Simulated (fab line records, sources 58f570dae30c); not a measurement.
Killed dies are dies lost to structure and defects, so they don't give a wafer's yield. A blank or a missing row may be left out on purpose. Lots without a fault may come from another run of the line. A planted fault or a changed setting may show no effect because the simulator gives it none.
Problem report in the 8D (eight disciplines) form, filled by code | flow berkeley_cmos170 | the parts of the form that need people (team, actions taken, sign-off) are left out

1. THE PROBLEM
wafer_temp_C_max at UCB170_CONTACT_RTA_08 reads a mean of 913.8 on 9 wafers of 3 lots; wafers without a fault read 904.3 with a standard deviation of 0.91. That is +10 standard deviations from the usual mean.
The step: time 10 s.
First seen on wafer L823.2, day 9 23:52, on rtp_anneal-01. The record holds 45 wafers of 15 lots with a number at this step. Rule for "out", or "out of limits": more than 4 standard deviations from the usual mean. The other wafers with a number count as sound.

2. WHAT IT IS AND WHAT IT IS NOT
question                    | is                     | is not
which readings at this step | wafer_temp_C_max       | lamp_power_pct
which lots                  | L823, L825, L826       | L814, L815, L816, L817, L818, L820, L827, L829, L831, L832, L835, L836
which wafers of those lots  | all that have a number | -
read on which tools         | rtp_anneal-01          | rtp_anneal-02
when                        | from day 9 23:52       | up to then (18 sound wafers); but 18 sound wafers of L827, L829, L831, L832, L835, L836 came after

3. SUSPECTS, AND WHAT RULES EACH OUT
Counting: a tool at a process step up to the reading stays a suspect if it ran every lot that is out and no sound lot after the first of them.
- plasma_asher-02 at UCB170_BACKSIDE_STRIP_03 (strips in O2): ruled out as a lasting fault. Sound lots L831, L836 ran on it after its first lot that is out, L823 (day 9 17:22).
- rtp_anneal-01 at UCB170_CONTACT_RTA_08 (time 10 s): kept. It ran every lot that is out, first L823 (day 9 23:52), and no sound lot after that; its last sound lot up to then is L817 (day 8 22:20). Its own readings are out on those wafers: wafer_temp_C_max.
Left after counting: rtp_anneal-01 at UCB170_CONTACT_RTA_08.

4. THE CAUSE (what the simulator had put in)
Process parameter drift: rtp_anneal-01, from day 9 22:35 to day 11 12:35, at UCB170_CONTACT_RTA_08. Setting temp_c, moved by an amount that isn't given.
Counting left only this tool.

5. THE CHAIN OF EFFECTS, in route order
Each row: a reading whose mean over the struck wafers that have a number lies more than 3 standard deviations from the usual. Only readings for which the record gives a usual standard deviation are gone through. hours: the time from each lot's start at the first step in this table that gives one to its start at this step, as a median over the lots. sigmas: the change in usual standard deviations.
hours | step                  | reading          | usual | on struck wafers | change | sigmas
0     | UCB170_CONTACT_RTA_08 | wafer_temp_C_max | 904.3 | 913.8            | +9.5   | +10
The process steps in it:
- UCB170_CONTACT_RTA_08: time 10 s.
Later measuring or inspecting steps at which every struck wafer that the step has a row for has a number for every such reading, and none has moved that far: UCB170_CONTACT_CD_MEAS_90, UCB170_M1_RS_MEAS_01.

6. WHAT WOULD HAVE CAUGHT IT SOONER
In this record the first reading out of limits was taken at day 9 23:52, 1 hour after the fault began at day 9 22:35.
